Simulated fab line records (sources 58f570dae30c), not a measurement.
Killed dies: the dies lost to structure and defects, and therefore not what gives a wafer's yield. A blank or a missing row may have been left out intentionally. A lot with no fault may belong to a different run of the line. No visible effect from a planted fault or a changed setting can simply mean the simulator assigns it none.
Problem report, 8D (eight disciplines) form, completed by code || flow berkeleyCmos170 || the parts of the form that need people (team, actions taken, sign-off) are left out

## 1. THE ISSUE
Wafers without a fault read 1500.0 rpm, standard deviation 1; spinSpeedRpm at UCB170_V2_COAT_07 reads a mean of 1559.8 rpm on 6 wafers belonging to 2 lots. That puts it +60 standard deviations away from the usual mean.
The step: resist thk 900 nm.
Earliest sighting: wafer L835.2 on lithoTrack-04 at day 12 07:13. At this step, 18 wafers from 6 lots have a number in the record. Rule for "out" (also "out of limits"): further than 4 standard deviations from the usual mean. The other wafers with a number count as sound.

## 2. WHAT IT IS, AND WHAT IT ISN'T
{"question": "which readings at this step", "is": "spinSpeedRpm", "is not": "-"}
{"question": "which lots", "is": "L834, L835", "is not": "L826, L827, L841, L842"}
{"question": "which wafers of those lots", "is": "all that have a number", "is not": "-"}
{"question": "read on which tools", "is": "lithoTrack-04", "is not": "lithoTrack-03"}
{"question": "when", "is": "from day 12 07:13", "is not": "up to then (6 sound wafers); but 6 sound wafers of L841, L842 came after"}

## 3. THE SUSPECTS, EACH WITH WHAT RULES IT OUT
Counting: a tool at any process step up to the reading remains a suspect when it ran all the lots that are out and ran no sound lot after the first of those.
- plasmaAsher-04 at UCB170_M2_STRIP_19 (strips in O2): kept. It ran every lot that is out, first L835 (day 12 05:55), and no sound lot after that.
- lithoTrack-04 at UCB170_V2_COAT_07 (resist thk 900 nm): kept. Every lot that is out went through it, starting with L835 (day 12 07:13), and after that it ran no sound lot; the last sound lot it ran before then is L827 (day 9 13:10). Its own readings are out on those wafers: spinSpeedRpm.
Remaining after the count are plasmaAsher-04 at UCB170_M2_STRIP_19 and lithoTrack-04 at UCB170_V2_COAT_07.

## 4. THE CAUSE (what the simulator had put in)
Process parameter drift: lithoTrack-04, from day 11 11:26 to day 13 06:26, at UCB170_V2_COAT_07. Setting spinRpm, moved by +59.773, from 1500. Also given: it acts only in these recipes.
2 suspects survive the count, and this tool is in that group.

## 5. THE CHAIN OF EFFECTS, in route order
Each row: a reading whose mean over the struck wafers that have a number lies more than 3 standard deviations from the usual. Scope: only readings with a usual standard deviation given in the record; hours: median across lots of the time from each lot's start at the first step in this table that gives one to its start at this step; sigmas: change in usual standard deviations.
{"hours": 0, "step": "UCB170_V2_COAT_07", "reading": "spinSpeedRpm", "usual": "1500.0 rpm", "on struck wafers": 1559.8, "change": "+59.8", "sigmas": "+60"}
Process steps it contains:
- UCB170_V2_COAT_07: resist thk 900 nm.
Later steps that measure or inspect, where all struck wafers having a row at the step show a number for every such reading and not one has moved that far: UCB170_V2_CD_MEAS_12, UCB170_V2_OVL_MEAS_13.

## 6. HOW IT WOULD HAVE BEEN CAUGHT EARLIER
The fault began at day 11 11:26; the first out-of-limits reading in this record came at day 12 07:13, 20 hours later.
